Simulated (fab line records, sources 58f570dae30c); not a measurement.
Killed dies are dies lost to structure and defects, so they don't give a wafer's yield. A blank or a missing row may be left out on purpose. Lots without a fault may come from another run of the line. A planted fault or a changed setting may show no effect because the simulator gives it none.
Tool commonality check | flow berkeley_cmos170 | 14 lots, 42 wafers sampled

WHY IT WAS OPENED
At UCB170_PLDD_TW_MEAS_11 the reading PLDD_TW is flagged on 2 of 14 lots. Wafers without a fault read 1012, standard deviation 5.5.
Rule: a lot is flagged when every wafer of it that has a number lies more than 4 standard deviations from that mean, or none has a number. The other lots count as sound.

lot  | measured     | on            | PLDD_TW, wafer by wafer | flag
L544 | day 6 15:20  | film_metro-03 | 1009 1007 1009          |
L546 | day 7 01:07  | film_metro-02 | 1022 1022 1016          |
L549 | day 7 08:05  | film_metro-04 | 1005 1008 1011          |
L548 | day 7 08:31  | film_metro-02 | 1018 1014 1020          |
L551 | day 7 15:37  | film_metro-03 | 1009 1011 1005          |
L550 | day 7 15:44  | film_metro-02 | 1017 1021 1015          |
L555 | day 8 15:07  | film_metro-03 | 1091 1089 1093          | FLAGGED
L556 | day 8 19:27  | film_metro-03 | 1001 1009 1012          |
L557 | day 8 19:43  | film_metro-02 | 1095 1098 1095          | FLAGGED
L558 | day 9 14:44  | film_metro-02 | 1012 1006 1012          |
L559 | day 9 15:23  | film_metro-03 | 1003 1002 1018          |
L565 | day 10 17:02 | film_metro-03 | 1008 1014 1011          |
L566 | day 11 04:30 | film_metro-03 | 1001 1005 1006          |
L567 | day 11 07:51 | film_metro-03 | 1003 1005 1003          |
The numbers of the flagged lots are 1094 on average: +82 against the usual, or +15 standard deviations.

WHICH TOOL RAN EACH LOT
The record holds 1 process step before the reading, out of a route of 331 steps. In each cell: the tool, then ch and the chambers that the sampled wafers went through, then the start.
lot  | flag    | UCB170_PLDD_IMPLANT_08
L544 |         | implanter-02 ch 0, day 6 14:56
L546 |         | implanter-04 ch 0, day 7 00:44
L549 |         | implanter-03 ch 0, day 7 07:41
L548 |         | implanter-02 ch 0, day 7 08:09
L551 |         | implanter-04 ch 0, day 7 15:13
L550 |         | implanter-03 ch 0, day 7 15:20
L555 | FLAGGED | implanter-04 ch 0, day 8 14:46
L556 |         | implanter-02 ch 0, day 8 19:05
L557 | FLAGGED | implanter-04 ch 0, day 8 19:19
L558 |         | implanter-02 ch 0, day 9 14:20
L559 |         | implanter-02 ch 0, day 9 15:01
L565 |         | implanter-02 ch 0, day 10 16:38
L566 |         | implanter-02 ch 0, day 11 04:06
L567 |         | implanter-02 ch 0, day 11 07:27
What these steps do:
- UCB170_PLDD_IMPLANT_08
- UCB170_PLDD_TW_MEAS_11

FLAGGED OVER TOTAL, TOOL BY TOOL (the gauges that took the reading come last)
step                   | tool          | lots run | flagged | share of the flagged lots | sound lots run after its first flagged lot
UCB170_PLDD_IMPLANT_08 | implanter-02  | 8        | 0       | none                      | -
UCB170_PLDD_IMPLANT_08 | implanter-03  | 2        | 0       | none                      | -
UCB170_PLDD_IMPLANT_08 | implanter-04  | 4        | 2       | all                       | 0
UCB170_PLDD_TW_MEAS_11 | film_metro-02 | 5        | 1       | some                      | 1 (L558)
UCB170_PLDD_TW_MEAS_11 | film_metro-03 | 8        | 1       | some                      | 5 (L556,L559,L565,L566,L567)
UCB170_PLDD_TW_MEAS_11 | film_metro-04 | 1        | 0       | none                      | -

WHAT THE TABLE ALLOWS
1 row of the table ran every flagged lot: implanter-04 at UCB170_PLDD_IMPLANT_08.
- implanter-04 at UCB170_PLDD_IMPLANT_08: 2 of its 4 lots flagged. Its last sound lot is L551 (day 7 15:13), its first flagged lot L555 (day 8 14:46): a fault that began between those two fits. Its own readings lie more than 4 standard deviations out on every wafer of the flagged lots: beam_on_s, dose_ions_cm2, faraday_current_uA.
One tool is left: implanter-04 at UCB170_PLDD_IMPLANT_08.

WHAT THE SIMULATOR HAD PUT IN
Process parameter drift: implanter-04, from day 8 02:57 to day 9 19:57, at UCB170_PLDD_IMPLANT_08. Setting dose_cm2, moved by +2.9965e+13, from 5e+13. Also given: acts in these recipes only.
Lots struck among those shown: L555, L557. The rule above found the same.
